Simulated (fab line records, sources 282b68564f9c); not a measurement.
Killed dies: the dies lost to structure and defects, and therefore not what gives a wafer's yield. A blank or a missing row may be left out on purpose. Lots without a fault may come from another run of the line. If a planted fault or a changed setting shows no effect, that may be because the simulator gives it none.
Tool commonality check | flow rit_cmos | 14 lots and 42 wafers in the sample

== REASON IT WAS OPENED ==
Of 14 lots, 2 have the reading PSD_TW flagged at RIT_PSD_TW_MEAS_10. Fault-free wafers read 3428, with a standard deviation of 15.
Rule: flag the lot when none of its wafers has a number, or when each of its wafers that has one lies beyond 4 standard deviations from that mean. The other lots count as sound.

lot  | measured    | on            | PSD_TW, wafer by wafer | flag
L316 | day 3 06:13 | film_metro-03 | 3424 3420 3415         |
L317 | day 3 13:34 | film_metro-03 | 3419 3426 3425         |
L318 | day 3 17:58 | film_metro-01 | 3415 3433 3415         |
L319 | day 3 23:05 | film_metro-02 | 3429 3462 3421         |
L320 | day 4 06:13 | film_metro-02 | 3442 3442 3428         |
L324 | day 4 21:47 | film_metro-03 | 3424 3438 3442         |
L325 | day 5 02:59 | film_metro-01 | 3422 3417 3440         |
L326 | day 5 05:50 | film_metro-02 | 3424 3429 3425         |
L327 | day 5 12:10 | film_metro-02 | 3422 3422 3422         |
L328 | day 5 14:37 | film_metro-01 | 3407 3404 3410         |
L330 | day 6 03:37 | film_metro-03 | 3420 3426 3422         |
L332 | day 6 09:59 | film_metro-03 | 3408 3402 3412         |
L334 | day 6 23:34 | film_metro-01 | 30 30 30               | FLAGGED
L335 | day 7 04:32 | film_metro-02 | 30 30 30               | FLAGGED
Averaged over the flagged lots the numbers come to 30, -3398 from the usual (-99 or more standard deviations).

== EACH LOT AND THE TOOL IT RAN ON ==
The record holds 1 process step before the reading, out of a route of 202 steps. Read each cell as the tool, then ch plus the chambers that the sampled wafers visited, then the start.
lot  | flag    | RIT_NSD_STRIP_09
L316 |         | plasma_asher-03 ch 1, day 3 04:37
L317 |         | plasma_asher-01 ch 0,1, day 3 11:50
L318 |         | plasma_asher-03 ch 0,1, day 3 16:05
L319 |         | plasma_asher-01 ch 0,1, day 3 21:29
L320 |         | plasma_asher-04 ch 0,1, day 4 04:29
L324 |         | plasma_asher-03 ch 0, day 4 20:11
L325 |         | plasma_asher-04 ch 0,1, day 5 01:24
L326 |         | plasma_asher-04 ch 0,1, day 5 04:13
L327 |         | plasma_asher-04 ch 0,1, day 5 10:26
L328 |         | plasma_asher-04 ch 0,1, day 5 13:01
L330 |         | plasma_asher-03 ch 0,1, day 6 01:53
L332 |         | plasma_asher-04 ch 0,1, day 6 08:08
L334 | FLAGGED | plasma_asher-01 ch 0,1, day 6 21:50
L335 | FLAGGED | plasma_asher-03 ch 0,1, day 7 02:49
These steps, and what they do:
- RIT_NSD_STRIP_09: strips in O2, time 180 s.
- RIT_PSD_TW_MEAS_10

== FLAGGED AGAINST TOTAL, ONE TOOL AT A TIME (gauges that did the reading follow at the end) ==
step               | tool            | lots run | flagged | share of the flagged lots | sound lots run after its first flagged lot
RIT_NSD_STRIP_09   | plasma_asher-01 | 3        | 1       | some                      | 0
RIT_NSD_STRIP_09   | plasma_asher-03 | 5        | 1       | some                      | 0
RIT_NSD_STRIP_09   | plasma_asher-04 | 6        | 0       | none                      | -
RIT_PSD_TW_MEAS_10 | film_metro-01   | 4        | 1       | some                      | 0
RIT_PSD_TW_MEAS_10 | film_metro-02   | 5        | 1       | some                      | 0
RIT_PSD_TW_MEAS_10 | film_metro-03   | 5        | 0       | none                      | -

== THE TABLE: WHAT IT ALLOWS ==
No row of the table ran every flagged lot.

== WHAT THE SIMULATOR HAD PUT IN ==
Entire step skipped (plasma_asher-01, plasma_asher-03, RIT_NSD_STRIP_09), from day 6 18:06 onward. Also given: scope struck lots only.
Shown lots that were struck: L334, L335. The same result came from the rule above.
